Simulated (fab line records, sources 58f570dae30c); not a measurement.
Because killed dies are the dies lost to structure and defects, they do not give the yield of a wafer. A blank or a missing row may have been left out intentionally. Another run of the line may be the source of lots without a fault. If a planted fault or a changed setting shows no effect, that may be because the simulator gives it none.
2 desks looking at one fault    flow berkeleyCmos170    only its own numbers are on each desk; what lay behind them is given at the end

## FROM THE METROLOGY DESK
What the gauges read for every lot (on any tool): the sampled wafers with a number, averaged. Any lot whose mean is over 4 standard deviations away from the usual mean is out of limits and marked OUT; that distance is given in the brackets.
Columns: A = cdNm at UCB170_M2_CD_MEAS_15, usual 699.9 nm
lot   first seen here  A
L291  day 7 01:38      698.1
L292  day 7 13:13      699.4
L295  day 8 02:41      697.0
L296  day 8 12:55      701.2
L300  day 9 04:44      700.4
L305  day 10 13:25     700.8
L307  day 10 15:01     701.9
L306  day 11 00:59     701.4
L309  day 11 16:46     702.1
L311  day 11 19:39     702.2
L312  day 11 19:55     700.5
L314  day 12 12:10     698.2
L313  day 12 12:23     701.0
This desk's finding: nothing out of limits on any of the 13 lots.

## DESK OF THE TOOL OWNER: rieDiel-01
The tool's own readings at UCB170_V1_ETCH_14 (etches SiO2 in CHF3/CF4/Ar, stops on Al, target depth 1250 nm, time 297.6 s): means of the sampled wafers that have a number, for each lot that ran on this tool. Any lot whose mean is over 4 standard deviations away from the usual mean is out of limits and marked OUT; that distance is given in the brackets.
Columns: A = drypumpMotorCurrentA at UCB170_V1_ETCH_14, usual 5.8 A; B = oesProductAu at UCB170_V1_ETCH_14, usual 0.868 a.u.; C = throttleValvePct at UCB170_V1_ETCH_14, usual 6.96 %
lot   first seen here  A    B      C
L291  day 6 22:27      5.8  0.866  6.94
L292  day 7 09:20      5.8  0.867  6.94
L295  day 8 00:13      5.6  0.869  6.94
L300  day 9 02:26      5.8  0.849  6.97
L309  day 11 14:24     5.5  0.865  6.88
L311  day 11 16:49     5.5  0.860  6.96
L313  day 12 08:58     5.8  0.871  6.88
This desk's finding: nothing out of limits on any of the 7 lots.

## TAKEN TOGETHER
Nothing out of limits was seen by the metrology desk.
Nothing out of limits was seen by the tool owner's desk.

## WHAT THE SIMULATOR HAD PUT IN
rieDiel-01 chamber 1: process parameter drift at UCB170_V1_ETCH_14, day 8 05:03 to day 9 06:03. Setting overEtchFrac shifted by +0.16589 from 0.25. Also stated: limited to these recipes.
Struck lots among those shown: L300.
